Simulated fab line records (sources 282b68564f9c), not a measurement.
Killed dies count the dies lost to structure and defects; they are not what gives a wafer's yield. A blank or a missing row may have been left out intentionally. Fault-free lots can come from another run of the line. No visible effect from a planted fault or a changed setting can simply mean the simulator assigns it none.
Code-filled problem report in 8D (eight disciplines) form	flow rit-cmos	the parts of the form that need people (team, actions taken, sign-off) are left out

## 1. WHAT WENT WRONG
Wafers free of any fault read 115.95 ohm/sq (standard deviation 0.26) for PSD_RS at RIT_SDANNEAL_RS_MEAS_04, against a mean of 121.72 ohm/sq on 6 wafers of 2 lots. That is +22 standard deviations from the usual mean.
The step: measures by four-point-probe.
Earliest sighting: wafer L247.1 on film-metro-01 at day 4 22:02. At this step, 42 wafers from 14 lots have a number in the record. Rule for "out" (also "out of limits"): further than 4 standard deviations from the usual mean. All remaining wafers that have a number are taken as sound.

## 2. WHAT IT IS, WHAT IT ISN'T
question	is	is not
which readings at this step	PSD_RS	-
which lots	L247, L249	L239, L240, L241, L242, L243, L244, L246, L252, L254, L257, L259, L261
which wafers of those lots	all that have a number	-
read on which gauges	film-metro-01, film-metro-02	film-metro-03
when	from day 4 22:02	up to then (21 sound wafers); but 15 sound wafers of L252, L254, L257, L259, L261 came after

## 3. THE SUSPECTS, EACH WITH WHAT RULES IT OUT
Counting: a tool at a process step up to the reading stays a suspect if it ran every lot that is out and no sound lot after the first of them.
- ruled out: the gauge at RIT_SDANNEAL_RS_MEAS_04. The wafers that are out were read on 2 gauges (film-metro-01, film-metro-02).
- plasma-asher-02 at RIT_PSD_STRIP_09 (strips in O2, time 180 s): ruled out as a lasting fault. The sound lots L252, L254, L261 went through it after L247, its earliest lot that is out (day 4 21:23).
- rtp-anneal-01 at RIT_SDANNEAL_RTA_03 (time 5 s): kept. It processed each lot that is out, first L247 at day 4 21:59, and no sound lot thereafter; up to then, the last sound lot it processed was L243 at day 4 03:11. Its own wafer_temp_C_max readings are out on those wafers.
The count leaves rtp-anneal-01 at RIT_SDANNEAL_RTA_03.

## 4. THE CAUSE (what the simulator had put in)
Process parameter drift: rtp-anneal-01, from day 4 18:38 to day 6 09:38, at RIT_SDANNEAL_RTA_03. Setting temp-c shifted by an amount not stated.
After counting, this tool was the only one left.

## 5. THE EFFECT CHAIN, in route order
Each row: a reading whose mean over the struck wafers that have a number lies more than 3 standard deviations from the usual. Readings are gone through only where the record gives a usual standard deviation; hours: the median, over the lots, of the time from a lot's start at the first step in this table giving one to that lot's start at this step; sigmas: the change measured in usual standard deviations.
hours	step	reading	usual	on struck wafers	change	sigmas
0	RIT_SDANNEAL_RTA_03	wafer_temp_C_max	1053.5	1045.1	-8.4	-7.7
0	RIT_SDANNEAL_RS_MEAS_04	PSD_RS	115.95 ohm/sq	121.72	+5.77	+22
0	RIT_SDANNEAL_RS_MEAS_06	PLDD_RS	178.6 ohm/sq	184.2	+5.6	+12
Its process steps:
- RIT_SDANNEAL_RTA_03: time 5 s.

## 6. WHAT WOULD HAVE CAUGHT IT SOONER
Counted from the fault's start at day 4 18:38, it took 3 hours until the first out-of-limits reading at a measuring or inspecting step in this record, taken at day 4 22:02.
Tool's own readings at RIT_SDANNEAL_RTA_03, wafer_temp_C_max: out on all struck wafers the step has rows for; an alarm limit on them would have tripped on the first.
L249, from the lots that are out (2), started RIT_SDANNEAL_RTA_03 on rtp-anneal-01 later than day 4 22:02. Holding the tool at that time would have saved it.
